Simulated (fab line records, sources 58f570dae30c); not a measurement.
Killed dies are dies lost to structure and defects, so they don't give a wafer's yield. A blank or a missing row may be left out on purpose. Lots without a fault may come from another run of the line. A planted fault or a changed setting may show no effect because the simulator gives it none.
Split-lot experiment | flow berkeley_cmos170 | 5 lots, 27 wafers read, on a route of 331 steps

THE SPLIT
At UCB170_START_OXIDATION_02 (target thk 20 nm, ox time 1800 s), the setting ox_time_s was moved away from the recipe's 1800 s on 18 of the 27 wafers read, by -49.9% to +53.7%. The other wafers ran this setting at the recipe's value.

The file shows no step between the split and the reading.

THE READING
START_OXIDE_THK, in nm, at UCB170_START_THK_MEAS_03. Fault-free wafers of this fab line usually give 19.9 nm, standard deviation 0.32 nm.

wafer  | tool, chamber at the split | ox_time_s as run, s | against the recipe | START_OXIDE_THK, nm | against lot-mates on the recipe
L074.1 | furnace-02, 0              | 1800                | recipe             | 19.8                | -
L074.2 | furnace-02, 0              | 1800                | recipe             | 19.5                | -
L074.3 | furnace-02, 0              | 1800                | recipe             | 20.5                | -
L075.1 | -, -                       | 901.1               | -49.9%             | 12.6                | no lot-mate on the recipe
L075.2 | -, -                       | 901.1               | -49.9%             | 12.5                | no lot-mate on the recipe
L075.3 | -, -                       | 901.1               | -49.9%             | 12.8                | no lot-mate on the recipe
L075.4 | -, -                       | 901.1               | -49.9%             | 12.6                | no lot-mate on the recipe
L075.5 | -, -                       | 901.1               | -49.9%             | 12.6                | no lot-mate on the recipe
L075.6 | -, -                       | 901.1               | -49.9%             | 12.6                | no lot-mate on the recipe
L076.1 | -, -                       | 1800                | recipe             | 20.0                | -
L076.2 | -, -                       | 1800                | recipe             | 20.1                | -
L076.3 | -, -                       | 1800                | recipe             | 20.1                | -
L076.4 | -, -                       | 1800                | recipe             | 20.2                | -
L076.5 | -, -                       | 1800                | recipe             | 20.0                | -
L076.6 | -, -                       | 1800                | recipe             | 20.2                | -
L080.1 | -, -                       | 1026                | -43.0%             | 13.8                | no lot-mate on the recipe
L080.2 | -, -                       | 1026                | -43.0%             | 13.7                | no lot-mate on the recipe
L080.3 | -, -                       | 1026                | -43.0%             | 13.5                | no lot-mate on the recipe
L080.4 | -, -                       | 1026                | -43.0%             | 13.5                | no lot-mate on the recipe
L080.5 | -, -                       | 1026                | -43.0%             | 13.4                | no lot-mate on the recipe
L080.6 | -, -                       | 1026                | -43.0%             | 13.9                | no lot-mate on the recipe
L084.1 | -, -                       | 2766                | +53.7%             | 26.0                | no lot-mate on the recipe
L084.2 | -, -                       | 2766                | +53.7%             | 25.9                | no lot-mate on the recipe
L084.3 | -, -                       | 2766                | +53.7%             | 25.5                | no lot-mate on the recipe
L084.4 | -, -                       | 2766                | +53.7%             | 25.8                | no lot-mate on the recipe
L084.5 | -, -                       | 2766                | +53.7%             | 26.2                | no lot-mate on the recipe
L084.6 | -, -                       | 2766                | +53.7%             | 25.6                | no lot-mate on the recipe

THE FIT
A straight line over all 27 wafers: START_OXIDE_THK changes by +0.129 nm for each +1% of ox_time_s; r = +0.99; the points scatter about the line by 0.54 nm.
Too few moved wafers have a lot-mate on the recipe to fit a line with each lot's own level taken away.

THE WHOLE CHAIN: every reading that the file lists as answering this split, in the file's order
step                      | what it does                     | reading                                                                            | change (the file's fit)               | r (the file's)
UCB170_START_OXIDATION_02 | target thk 20 nm, ox time 1800 s | SiO2_of_START_OXIDATION_02.thk_nm (the simulator's own value, which no gauge read) | +0.129 nm for each +1% of the setting | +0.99
UCB170_START_THK_MEAS_03  |                                  | START_OXIDE_THK                                                                    | +0.129 for each +1% of the setting    | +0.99

THE FILE'S OWN FIT
START_OXIDE_THK changes by +0.129 nm for each +1% of ox_time_s, r = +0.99.
